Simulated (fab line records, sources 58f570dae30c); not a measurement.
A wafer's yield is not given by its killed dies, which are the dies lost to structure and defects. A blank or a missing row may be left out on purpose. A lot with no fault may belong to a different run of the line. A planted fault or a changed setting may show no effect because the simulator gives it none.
A struck lot beside a sound one ; flow berkeley_cmos170 ; 33 steps out of a route of 331
Sound: these wafers, L326.3, L326.5, L326.6. Struck: wafers L342.1, L342.4, L342.6. Last of all comes the cause.
For every step that has rows: the tool of each side, followed by ch and its chambers, followed by its first start. Under that, the readings that differ: sound wafers ; struck wafers ; difference of the means ; sigmas: that difference in standard deviations of wafers without a fault.
alike: a reading whose means differ by less than 2 such deviations, as well as words and numbers matching on both sides. not compared: withheld readings; readings where some wafer has no value; bounds like >300 that might hide an equal value; numbers whose values overlap and for which the record gives no deviation.
Wherever a step has rows on one side only, a row that says differs or no value, or a row with sigmas, the two part there. Numbers that don't overlap but have no deviation are shown without sigmas and don't part them. A reading that every wafer of one side lacks parts them only if that side has two wafers or more.

UCB170_SDANNEAL_RTA_01: time 5 s.
  sound on rtp_anneal-02 ch 0, day 8 06:19; struck on rtp_anneal-01 ch 0, day 12 03:01
reading;sound;struck;difference;sigmas
lamp_power_pct (%);37.1 37.0 37.1;34.3 34.3 34.4;-2.7;-2
  alike: wafer_temp_C_max
UCB170_SDANNEAL_RS_MEAS_02: the measuring method here is four-point-probe.
  struck on film_metro-02, day 12 03:04; sound on film_metro-02, day 8 06:24
  alike: PSD_RS
UCB170_SDANNEAL_RS_MEAS_03: the measuring method here is four-point-probe.
  struck on film_metro-02, day 12 03:11; sound on film_metro-02, day 8 06:31
  alike: NSD_RS
UCB170_SDANNEAL_RS_MEAS_04: the measuring method here is four-point-probe.
  struck on film_metro-02, day 12 03:19; sound on film_metro-02, day 8 06:38
reading;sound;struck;difference;sigmas
PLDD_RS (ohm/sq);1036.9 1036.5 1036.7;1031.1 1031.8 1028.6;-6.2;-3
UCB170_SDANNEAL_RS_MEAS_05: the measuring method here is four-point-probe.
  struck on film_metro-02, day 12 03:26; sound on film_metro-02, day 8 06:46
  alike: NLDD_RS
then, 1 step without rows for these wafers: UCB170_SILICIDE_PRE_CLEAN_00 (preclean etch time 60 s).
UCB170_SILICIDE_SPUTTER_01: material Ti, target thk 30 nm, time 25.77 s.
  struck on pvd_sputter-03, day 12 03:37; sound on pvd_sputter-02, day 8 06:54
  alike: cathode_dc_power_W, throttle_valve_pct
UCB170_SILICIDE_RS_MEAS_02: the measuring method here is four-point-probe.
  struck on film_metro-04, day 12 03:39; sound on film_metro-03, day 8 06:58
reading;sound;struck;difference;sigmas
SILICIDE_TI_RS (ohm/sq);25.8 25.5 25.7;24.5 24.6 24.9;-1.0;-3
UCB170_SILICIDE_THK_MEAS_03: measures by xrf.
  struck on film_metro-04, day 12 03:46; sound on film_metro-03, day 8 07:04
reading;sound;struck;difference;sigmas
SILICIDE_TI_THK (nm);30.2 30.5 30.3;31.4 31.3 31.2;+1.0;+2
UCB170_SILICIDE_RTA_04: time 15 s.
  sound on rtp_anneal-01 ch 0, day 8 07:08; struck on rtp_anneal-02 ch 0, day 12 03:50
reading;sound;struck;difference;sigmas
lamp_power_pct (%);9.5 9.5 9.5;10.3 10.3 10.3;+0.8;+2
  alike: wafer_temp_C_max
then, 2 steps without rows for these wafers: UCB170_SILICIDE_WET_ETCH_05 (etches Ti in SPM, time 45 s); UCB170_CONTACT_CLEAN_00 (cleans in SPM, time 600 s).
UCB170_CONTACT_CVD_01: deposits PSG from SiH4/O2/PH3, target thk 700 nm, time 2820 s.
  sound on lpcvd-01 ch 1, day 8 07:58; struck on lpcvd-01 ch 1, day 12 04:06
  no value came back on the struck wafers for o2_flow_sccm (sccm), ph3_flow_sccm (sccm), spike_tc_source_C (C), zone_power_load_pct (%); on the sound wafers o2_flow_sccm (sccm) reads 89.92 89.85 89.75
then, 3 steps without rows for these wafers: UCB170_CONTACT_HMDS_03 (prime time 60 s); UCB170_CONTACT_COAT_04 (resist thk 900 nm); UCB170_CONTACT_SOFTBAKE_05 (time 60 s).
UCB170_CONTACT_STRIP_06: strips in O2.
  sound on plasma_asher-03 ch 0,1, day 8 10:17; struck on plasma_asher-04 ch 0,1, day 12 06:25
  alike: chamber_pressure_mTorr, drypump_motor_current_A, oes_product_au, strip_time_to_endpoint_s
  not compared: rf_hours_counter_h
then, 8 steps without rows for these wafers: UCB170_CONTACT_CLEAN_07 (cleans in SPM, time 600 s); UCB170_CONTACT_RTA_08 (time 10 s); UCB170_CONTACT_COAT_09; UCB170_CONTACT_COAT_10 (resist thk 900 nm); UCB170_CONTACT_SOFTBAKE_11 (time 60 s); UCB170_CONTACT_EXPOSE_12 (exposes mask CONT, target cd 700 nm); UCB170_CONTACT_PEB_13; UCB170_CONTACT_DEVELOP_14 (develop time 45 s).
UCB170_CONTACT_CD_MEAS_15: target cd 700 nm.
  struck on cd_sem-01, day 12 07:35; sound on cd_sem-02, day 8 12:25
reading;sound;struck;difference;sigmas
cd_nm (nm);697.1 699.4 698.2;700.5 701.1 701.7;+2.9;+2
UCB170_CONTACT_OVL_MEAS_16:
  struck on overlay-02, day 12 07:43; sound on overlay-02, day 8 12:31
  alike: CONTACT_OVL
UCB170_CONTACT_ETCH_17: etches BARC in N2/H2.
  sound on rie_diel-03 ch 0,1,2, day 8 12:32; struck on rie_diel-02 ch 0,1,3, day 12 07:45
  alike: chamber_pressure_mTorr, drypump_motor_current_A, oes_product_au, throttle_valve_pct
UCB170_CONTACT_ETCH_18: etches PSG in CHF3/CF4/Ar, stops on TiSi2, target depth 840 nm, time 195 s.
  sound: rie_diel-03 ch 0,1,2; struck: rie_diel-02 ch 0,1,3
reading;sound;struck;difference;sigmas
chamber_pressure_mTorr (mTorr);199.83 199.66 199.79;200.11 200.27 200.11;+0.40;+2
oes_product_au (a.u.);0.882 0.892 0.867;0.379 0.366 0.374;-0.507;-39
model.etch.depth_nm (nm);696.6 695.5 701.1;0 0 0;-698;
model.CONTACT.feature_depth_nm (nm);696.6 695.5 701.1;1e-09 1e-09 1e-09;-7e+02;
  alike: cf4_flow_sccm, drypump_motor_current_A, throttle_valve_pct
  not compared: rf_hours_counter_h
then, 1 step without rows for these wafers: UCB170_CONTACT_STRIP_19 (strips in O2).
UCB170_CONTACT_CD_MEAS_90: target cd 700 nm.
  struck on cd_sem-01, day 12 08:01; sound on cd_sem-01, day 8 12:50
reading;sound;struck;difference;sigmas
cd_nm (nm);697.1 698.1 698.1;- - -;no value on the struck wafers;
then, 1 step without rows for these wafers: UCB170_CONTACT_CLEAN_20 (cleans in SPM, time 600 s).
UCB170_M3_PROBE_99:
  record: rows for the struck wafers here (prober-02, day 12 22:00), none for the sound ones

== WHERE THEY PART ==
Last at UCB170_M3_PROBE_99 as far as this record goes, first at UCB170_SDANNEAL_RTA_01.

WHY: what had been put in by the simulator
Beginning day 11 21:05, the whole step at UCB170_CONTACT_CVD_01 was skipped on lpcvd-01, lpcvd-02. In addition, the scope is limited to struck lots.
